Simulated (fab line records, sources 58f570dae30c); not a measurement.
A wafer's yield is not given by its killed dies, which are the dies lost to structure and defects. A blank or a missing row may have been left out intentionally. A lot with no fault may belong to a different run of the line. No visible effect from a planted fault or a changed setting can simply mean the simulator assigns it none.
Split-lot experiment    flow berkeleyCmos170    route with 331 steps; 5 lots, 23 wafers read

THE SPLIT
At UCB170_CONTACT_PEB_13, the setting pebTempC was moved away from the recipe's 130 C on 8 of the 23 wafers read, by -2.2% to +2.8%. This setting was run at the recipe's value on the other wafers.

FROM THE SPLIT TO THE READING: what the file shows between them, 5 steps
- UCB170_CONTACT_DEVELOP_14: develop time 45 s
- UCB170_CONTACT_CD_MEAS_15: target cd 700 nm
- UCB170_CONTACT_ETCH_17: etches BARC in N2/H2
- UCB170_CONTACT_ETCH_18: etches PSG in CHF3/CF4/Ar, stops on TiSi2, target depth 840 nm, time 195 s
- UCB170_CONTACT_STRIP_19: strips in O2

THE READING
cdNm at UCB170_CONTACT_CD_MEAS_90, given in nm (cd target 700 nm). A value of 699.8 nm with a standard deviation of 1.7 nm is what fault-free wafers of this fab line usually give.

wafer   tool, chamber at the split  pebTempC as run, C  against the recipe  cdNm, nm  against lot-mates on the recipe
L079.2  lithoTrack-04, 0            127.1               -2.2%               677.5     -23.5
L079.3  lithoTrack-04, 0            127.1               -2.2%               678.7     -22.2
L079.4  lithoTrack-04, 0            130                 recipe              701.1     -
L079.5  lithoTrack-04, 0            130                 recipe              700.8     -
L079.6  lithoTrack-04, 0            127.1               -2.2%               675.1     -25.9
L081.1  lithoTrack-01, 0            128.1               -1.5%               688.7     -12.0
L081.2  lithoTrack-01, 0            130                 recipe              701.0     -
L081.3  lithoTrack-01, 0            128.1               -1.5%               686.2     -14.5
L081.4  lithoTrack-01, 0            130                 recipe              700.4     -
L081.6  lithoTrack-01, 0            130                 recipe              700.6     -
L083.1  lithoTrack-02, 0            130                 recipe              699.0     -
L083.4  lithoTrack-02, 0            130                 recipe              701.6     -
L083.5  lithoTrack-02, 0            130                 recipe              699.2     -
L084.2  lithoTrack-01, 0            130                 recipe              699.8     -
L084.3  lithoTrack-01, 0            133.6               +2.8%               721.0     +20.4
L084.4  lithoTrack-01, 0            133.6               +2.8%               719.1     +18.5
L084.5  lithoTrack-01, 0            133.6               +2.8%               720.8     +20.1
L084.6  lithoTrack-01, 0            130                 recipe              701.5     -
L085.1  lithoTrack-01, 0            130                 recipe              699.5     -
L085.2  lithoTrack-01, 0            130                 recipe              699.2     -
L085.3  lithoTrack-01, 0            130                 recipe              699.6     -
L085.4  lithoTrack-01, 0            130                 recipe              699.9     -
L085.5  lithoTrack-01, 0            130                 recipe              701.6     -

THE FIT
A straight line over all 23 wafers: cdNm changes by +8.47 nm for each +1% of pebTempC; r = +0.99; the points scatter about the line by 2.1 nm.
The same after taking each lot's own level away (the mean of its wafers on the recipe; 23 wafers): +8.53 nm for each +1%; r = +0.98; scatter 2.2 nm.
The reading moves by 24 nm for the largest change in pebTempC, on that fit.
Measured against the standard deviation above, the lots' own levels, which go from 699.93 to 700.95 nm, span 0.6 times it.
So the lot-to-lot level changes the slope little: the two slopes agree.
Check: for one of the wafers moved furthest among these (+2.8%), held out of the fit, the line's prediction against its lot-mates is +23 nm. It came out at +20.4 nm against them.

THE WHOLE CHAIN: every reading that the file lists as answering this split, in the file's order
step                       what it does                                                                reading                                                        change (the file's fit)               r (the file's)
UCB170_CONTACT_CD_MEAS_15  target cd 700 nm                                                            cdNm                                                           +8.38 nm for each +1% of the setting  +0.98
UCB170_CONTACT_ETCH_17     etches BARC in N2/H2                                                        CONTACT.cdNm (the simulator's own value, which no gauge read)  +8.48 nm for each +1% of the setting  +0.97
UCB170_CONTACT_ETCH_18     etches PSG in CHF3/CF4/Ar, stops on TiSi2, target depth 840 nm, time 195 s  CONTACT.cdNm (the simulator's own value, which no gauge read)  +8.58 nm for each +1% of the setting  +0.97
UCB170_CONTACT_CD_MEAS_90  target cd 700 nm                                                            cdNm                                                           +8.58 nm for each +1% of the setting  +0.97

THE FILE'S OWN FIT
cdNm changes by +8.58 nm for each +1% of pebTempC, r = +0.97.
